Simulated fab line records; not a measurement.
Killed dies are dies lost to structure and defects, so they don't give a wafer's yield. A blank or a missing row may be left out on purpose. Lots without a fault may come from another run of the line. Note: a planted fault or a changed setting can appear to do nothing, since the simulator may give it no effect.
Which tool was responsible? ; flow berkeley_cmos170 ; 7 lots with 21 wafers sampled at 2 steps, on a route of 331 steps

WHAT THE GAUGES SHOWED, per wafer
UCB170_M2_RS_MEAS_02: a four-point-probe measurement.
lot;measured;on;M2_AL_RS (ohm/sq)
L735;day 7 15:54;film_metro-01;0.0320 0.0319 0.0321
L739;day 8 12:08;film_metro-03;0.0323 0.0322 0.0320
L741;day 9 10:42;film_metro-01;0.0324 0.0322 0.0319
L744;day 9 11:21;film_metro-01;0.0323 0.0327 0.0704
L753;day 11 01:24;film_metro-01;0.0323 0.0318 0.0325
L757;day 11 20:38;film_metro-03;0.0318 0.0327 0.0323
L756;day 11 20:16;film_metro-01;0.0314 0.0312 0.0315

TOOL THAT RAN EACH LOT (tool first, then ch and the chambers of the sampled wafers, then the start)
lot;UCB170_M2_SPUTTER_01
L735;pvd_sputter-04, day 7 15:49
L739;pvd_sputter-02, day 8 12:00
L741;pvd_sputter-04, day 9 10:37
L744;pvd_sputter-04, day 9 11:16
L753;pvd_sputter-01, day 11 01:19
L757;pvd_sputter-01, day 11 20:33
L756;pvd_sputter-01, day 11 20:08
- UCB170_M2_SPUTTER_01: material Al, target thk 900 nm, time 120 s.

THE ANSWER, worked out from the rows above alone
Rule: the lots themselves supply what counts as usual. Put in order of their means at a reading, lots are off if they are a third of the lots or fewer, leave a main group of 4 or more, and stand apart from it by a gap of 3 or more times the standard deviation of the main group's means; of several such gaps the widest counts. A main group whose means are all the same, to the digits that the tables above print for the reading, isn't used. A lot without any number at a reading at which 4 lots or more have one is off too. The other lots that the step has rows for count as sound.
Off: L744, at UCB170_M2_RS_MEAS_02 (M2_AL_RS). The main group: mean 0.0320 ohm/sq, standard deviation 0.00031.
A tool fits if, at a process step before that reading, it ran every lot that is off, and no sound lot after the first of them. Those tools and the gauges at UCB170_M2_RS_MEAS_02 are tried in the same way. One fits: pvd_sputter-04 at UCB170_M2_SPUTTER_01. A fault onset in the window from L741 (day 9 10:37, its last sound lot) to L744 (day 9 11:16, its first lot off) fits.

WHAT THE SIMULATOR PUT IN
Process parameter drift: pvd_sputter-04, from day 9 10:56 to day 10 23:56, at UCB170_M2_SPUTTER_01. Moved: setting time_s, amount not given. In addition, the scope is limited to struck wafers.
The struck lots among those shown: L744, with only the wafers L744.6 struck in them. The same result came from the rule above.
